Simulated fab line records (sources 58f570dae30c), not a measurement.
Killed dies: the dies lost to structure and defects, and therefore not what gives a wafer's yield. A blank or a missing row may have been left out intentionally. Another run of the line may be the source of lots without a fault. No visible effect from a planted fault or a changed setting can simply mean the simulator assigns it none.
Problem report, 8D (eight disciplines) form, completed by code + flow berkeley-cmos170 + the parts of the form that need people (team, actions taken, sign-off) are left out

== 1. WHAT IS WRONG ==
Wafers without a fault read 494.4 W, standard deviation 2.1; rf-fwd-power-W at UCB170_M2_ETCH_17 reads a mean of 415.8 W on 6 wafers belonging to 2 lots. Relative to the usual mean, that is a shift of -37 standard deviations.
The step: etches BARC in N2/H2.
Seen first at day 11 14:34 on rie-diel-02, wafer L693.1. At this step, 42 wafers from 14 lots have a number in the record. Rule for "out" (also "out of limits"): further than 4 standard deviations from the usual mean. The other wafers with a number count as sound.

== 2. WHAT IT IS, AND WHAT IT ISN'T ==
| question                    | is                     | is not                                                                                 |
|-----------------------------|------------------------|----------------------------------------------------------------------------------------|
| which readings at this step | rf-fwd-power-W         | drypump-motor-current-A, throttle-valve-pct                                            |
| which lots                  | L693, L696             | L680, L681, L683, L685, L686, L687, L691, L692, L698, L699, L701, L703                 |
| which wafers of those lots  | all that have a number | -                                                                                      |
| read on which tools         | rie-diel-02            | rie-diel-01, rie-diel-04                                                               |
| when                        | from day 11 14:34      | up to then (24 sound wafers); but 12 sound wafers of L698, L699, L701, L703 came after |

== 3. SUSPECTS, AND WHAT RULES EACH OUT ==
Counting: a tool at any process step up to the reading remains a suspect when it ran all the lots that are out and ran no sound lot after the first of those.
- rie-diel-01 at UCB170_V1_ETCH_14 (etches SiO2 in CHF3/CF4/Ar, stops on Al, target depth 1250 nm, time 291 s): kept. Every lot that is out went through it, starting with L693 (day 11 12:07), and after that it ran no sound lot; the last sound lot it ran before then is L691 (day 10 21:23).
- rie-diel-02 at UCB170_M2_ETCH_17 (etches BARC in N2/H2): kept. Every lot that is out went through it, starting with L693 (day 11 14:34), and after that it ran no sound lot; the last sound lot it ran before then is L686 (day 10 15:29). Its own rf-fwd-power-W readings are out on those wafers.
What counting leaves: rie-diel-01 at UCB170_V1_ETCH_14 and rie-diel-02 at UCB170_M2_ETCH_17.

== 4. THE CAUSE (what the simulator had put in) ==
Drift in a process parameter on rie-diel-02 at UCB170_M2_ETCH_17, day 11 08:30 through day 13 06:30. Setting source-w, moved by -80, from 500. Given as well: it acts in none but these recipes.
Of the 2 suspects that counting leaves, this tool is one.

== 5. THE EFFECT CHAIN, in route order ==
One row per reading whose mean, taken over the struck wafers that have a number, lies over 3 standard deviations from the usual. Only readings whose record carries a usual standard deviation are examined. hours: median over the lots of the time between each lot's start at the first step of this table that gives one and its start at this step. sigmas: the change, counted in usual standard deviations.
| hours | step              | reading        | usual      | on struck wafers | change | sigmas |
|-------|-------------------|----------------|------------|------------------|--------|--------|
| 0     | UCB170_M2_ETCH_17 | oes-product-au | 1.011 a.u. | 0.940            | -0.071 | -3.1   |
| 0     | UCB170_M2_ETCH_17 | rf-fwd-power-W | 494.4 W    | 415.8            | -78.6  | -37    |
Here are the process steps it includes:
- UCB170_M2_ETCH_17: etches BARC in N2/H2.

== 6. HOW IT WOULD HAVE BEEN CAUGHT EARLIER ==
First out-of-limits reading in this record: day 11 14:34, which is 6 hours after fault onset at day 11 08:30.
